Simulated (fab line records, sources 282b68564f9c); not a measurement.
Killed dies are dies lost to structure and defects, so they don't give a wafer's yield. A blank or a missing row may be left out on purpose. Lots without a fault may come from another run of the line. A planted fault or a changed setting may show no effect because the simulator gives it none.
Split-lot experiment | flow rit_cmos | 5 lots, 23 wafers read, on a route of 202 steps

THE SPLIT
At RIT_SPACER_CVD_03 (deposits Si3N4 from SiH2Cl2/NH3, target thk 250 nm, time 3300 s), the setting pressure_mtorr was moved away from the recipe's 300 mTorr on 20 of the 23 wafers read, by -6.9% to +13.2%. The other wafers ran this setting at the recipe's value.

The reading is taken at the split's own step.

THE READING
Si3N4_of_SPACER_CVD_03.thk_nm (the simulator's own value, which no gauge read), in nm, at RIT_SPACER_CVD_03 (deposits Si3N4 from SiH2Cl2/NH3, target thk 250 nm, time 3300 s). The file gives no usual value for it. The 3 wafers here that ran the recipe average 248.0 nm, standard deviation 0.94 nm.

wafer  | tool, chamber at the split | pressure_mtorr as run, mTorr | against the recipe | Si3N4_of_SPACER_CVD_03.thk_nm, nm | against lot-mates on the recipe
L076.1 | -, -                       | 322.4                        | +7.5%              | 260.9                             | no lot-mate on the recipe
L076.2 | -, -                       | 322.4                        | +7.5%              | 259.5                             | no lot-mate on the recipe
L076.5 | -, -                       | 322.4                        | +7.5%              | 259.5                             | no lot-mate on the recipe
L076.3 | -, -                       | 322.4                        | +7.5%              | 260.5                             | no lot-mate on the recipe
L076.4 | -, -                       | 322.4                        | +7.5%              | 258.1                             | no lot-mate on the recipe
L077.1 | -, -                       | 339.5                        | +13.2%             | 260.1                             | no lot-mate on the recipe
L077.3 | -, -                       | 339.5                        | +13.2%             | 260.8                             | no lot-mate on the recipe
L077.4 | -, -                       | 339.5                        | +13.2%             | 259.5                             | no lot-mate on the recipe
L077.5 | -, -                       | 339.5                        | +13.2%             | 259.5                             | no lot-mate on the recipe
L077.6 | -, -                       | 339.5                        | +13.2%             | 260.2                             | no lot-mate on the recipe
L078.1 | -, -                       | 279.4                        | -6.9%              | 243.7                             | no lot-mate on the recipe
L078.2 | -, -                       | 279.4                        | -6.9%              | 246                               | no lot-mate on the recipe
L078.3 | -, -                       | 279.4                        | -6.9%              | 246.5                             | no lot-mate on the recipe
L078.4 | -, -                       | 279.4                        | -6.9%              | 245.5                             | no lot-mate on the recipe
L078.5 | -, -                       | 279.4                        | -6.9%              | 244.6                             | no lot-mate on the recipe
L079.1 | lpcvd-01, 0                | 300                          | recipe             | 247.9                             | -
L079.5 | lpcvd-01, 0                | 300                          | recipe             | 246.9                             | -
L079.6 | lpcvd-01, 0                | 300                          | recipe             | 249.2                             | -
L082.1 | -, -                       | 311.4                        | +3.8%              | 251                               | no lot-mate on the recipe
L082.2 | -, -                       | 311.4                        | +3.8%              | 252.6                             | no lot-mate on the recipe
L082.3 | -, -                       | 311.4                        | +3.8%              | 252.7                             | no lot-mate on the recipe
L082.4 | -, -                       | 311.4                        | +3.8%              | 252                               | no lot-mate on the recipe
L082.6 | -, -                       | 311.4                        | +3.8%              | 252.8                             | no lot-mate on the recipe

THE FIT
A straight line over all 23 wafers: Si3N4_of_SPACER_CVD_03.thk_nm changes by +0.824 nm for each +1% of pressure_mtorr; r = +0.94; the points scatter about the line by 2.2 nm.
Too few moved wafers have a lot-mate on the recipe to fit a line with each lot's own level taken away.

THE FILE'S OWN FIT
Si3N4_of_SPACER_CVD_03.thk_nm changes by +0.826 nm for each +1% of pressure_mtorr, r = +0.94.
